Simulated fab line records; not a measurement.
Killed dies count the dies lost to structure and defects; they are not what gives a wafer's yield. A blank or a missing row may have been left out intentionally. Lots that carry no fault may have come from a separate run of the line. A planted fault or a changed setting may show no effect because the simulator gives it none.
Problem report in the 8D (eight disciplines) form, filled by code :: flow rit_cmos :: the parts of the form that need people (team, actions taken, sign-off) are left out

== 1. THE ISSUE ==
Wafers without a fault read 208.4 s, standard deviation 0.41; run_length_s at RIT_CONTACT_STRIP_12 reads a mean of 200.8 s on 6 wafers belonging to 2 lots. That puts it -19 standard deviations away from the usual mean.
The step: strips in O2, time 180 s.
Earliest sighting: wafer L260.1 on plasma_asher-03 at day 6 12:01. Wafers with a number at this step in the record: 42, from 14 lots. Rule for "out", or "out of limits": more than 4 standard deviations from the usual mean. Any other wafer with a number is counted as sound.

== 2. WHAT IT IS AND WHAT IT IS NOT ==
question: which readings at this step
is: run_length_s
is not: drypump_motor_current_A

question: which lots
is: L260, L262
is not: L245, L246, L247, L248, L251, L253, L254, L255, L256, L263, L266, L267

question: which wafers of those lots
is: all that have a number
is not: -

question: read on which tools
is: plasma_asher-03
is not: plasma_asher-01, plasma_asher-04

question: when
is: from day 6 12:01
is not: up to then (27 sound wafers); but 9 sound wafers of L263, L266, L267 came after

== 3. WHAT RULES OUT EACH SUSPECT ==
Counting: a tool stays on the suspect list if, at a process step up to the reading, it processed all lots that are out and no sound lot following the first of them.
- plasma_asher-03 at RIT_CONTACT_STRIP_12 (strips in O2, time 180 s): kept. It processed each lot that is out, first L260 at day 6 12:01, and no sound lot thereafter; up to then, the last sound lot it processed was L256 at day 5 15:26. Its own readings are out on those wafers: run_length_s.
After counting, what remains is plasma_asher-03 at RIT_CONTACT_STRIP_12.

== 4. THE CAUSE (what the simulator had put in) ==
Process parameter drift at RIT_CONTACT_STRIP_12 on plasma_asher-03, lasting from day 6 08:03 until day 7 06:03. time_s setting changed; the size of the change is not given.
Counting left only this tool.

== 5. THE EFFECT CHAIN, in route order ==
One row per reading whose mean, taken over the struck wafers that have a number, lies over 3 standard deviations from the usual. Readings are gone through only where the record gives a usual standard deviation; hours: the median, over the lots, of the time from a lot's start at the first step in this table giving one to that lot's start at this step; sigmas: the change measured in usual standard deviations.
hours: 0
step: RIT_CONTACT_STRIP_12
reading: run_length_s
usual: 208.4 s
on struck wafers: 200.8
change: -7.6
sigmas: -19
Its process steps:
- RIT_CONTACT_STRIP_12: strips in O2, time 180 s.

== 6. WHAT WOULD HAVE CAUGHT IT SOONER ==
In this record no reading fell out of limits until day 6 12:01, 4 hours after the fault had begun at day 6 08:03.
